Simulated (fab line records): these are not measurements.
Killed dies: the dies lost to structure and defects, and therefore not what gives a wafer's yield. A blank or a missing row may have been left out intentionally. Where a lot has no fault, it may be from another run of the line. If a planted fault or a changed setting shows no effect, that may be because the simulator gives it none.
Which tool did it?	flow rit_cmos	7 lots with 19 wafers sampled at 3 steps, on a route of 202 steps

## WHAT THE GAUGES SHOWED, per wafer
RIT_CONTACT_THK_MEAS_01.
lot	measured	on	CONTACT_TEOS_THK (nm)
L495	day 3 11:00	film_metro-04	389 399 397
L501	day 4 17:47	film_metro-03	604 605
L504	day 5 08:50	film_metro-02	396 593 399 395 594 399
L508	day 6 01:46	film_metro-03	396 402 399
L511	day 6 16:14	film_metro-04	396 401 400
L514	day 7 07:08	film_metro-03	389 394 407
L517	day 7 22:04	film_metro-03	389 401 394

## EACH LOT AND THE TOOL THAT RAN IT (in order: tool; ch and the chambers of the sampled wafers; start)
lot	RIT_NSD_STRIP_09	RIT_CONTACT_CVD_00
L495	plasma_asher-03 ch 0,1, day 3 07:31	pecvd-02 ch 0,1,2, day 3 10:56
L501	plasma_asher-04 ch 1, day 4 14:36	pecvd-02 ch 0, day 4 17:43
L504	plasma_asher-04 ch 0,1, day 5 05:29	pecvd-02 ch 0,1,2, day 5 08:47
L508	plasma_asher-04 ch 0,1, day 5 22:32	pecvd-04 ch 0,2, day 6 01:41
L511	plasma_asher-03 ch 0,1, day 6 13:04	pecvd-04 ch 0,1,2, day 6 16:11
L514	plasma_asher-04 ch 0,1, day 7 03:51	pecvd-04 ch 1,2, day 7 07:05
L517	plasma_asher-03 ch 0,1, day 7 18:47	pecvd-04 ch 0,1,2, day 7 22:01
- RIT_NSD_STRIP_09: strips in O2, time 180 s.
- RIT_CONTACT_CVD_00: deposits SiO2 from TEOS, target thk 400 nm, time 61 s.

## THE ANSWER, worked out from the rows above alone
Rule: what is usual is taken from the lots themselves. Put in order of their means at a reading, lots are off if they are a third of the lots or fewer, leave a main group of 4 or more, and stand apart from it by a gap of 3 or more times the standard deviation of the main group's means; of several such gaps the widest counts. If all means in a main group match to the digits the tables above print for the reading, that group is not used. Also off: a lot with no number at a reading for which 4 or more lots have one. The other lots that the step has rows for count as sound.
Off: L501, L504, seen at RIT_CONTACT_THK_MEAS_01 (CONTACT_TEOS_THK). Main group: mean 397 nm, sd 1.9.
If a tool, at a process step before that reading, ran all the lots that are off and no sound lot after the first of them, it fits. The gauges at RIT_CONTACT_THK_MEAS_01 are tried like those tools. One fits: RIT_CONTACT_CVD_00 on pecvd-02. A fault onset in the window from L495 (day 3 10:56, its last sound lot) to L501 (day 4 17:43, its first lot off) fits.

## WHAT HAD BEEN PUT IN BY THE SIMULATOR
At RIT_CONTACT_CVD_00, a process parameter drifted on pecvd-02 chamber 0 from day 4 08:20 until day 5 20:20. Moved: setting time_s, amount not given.
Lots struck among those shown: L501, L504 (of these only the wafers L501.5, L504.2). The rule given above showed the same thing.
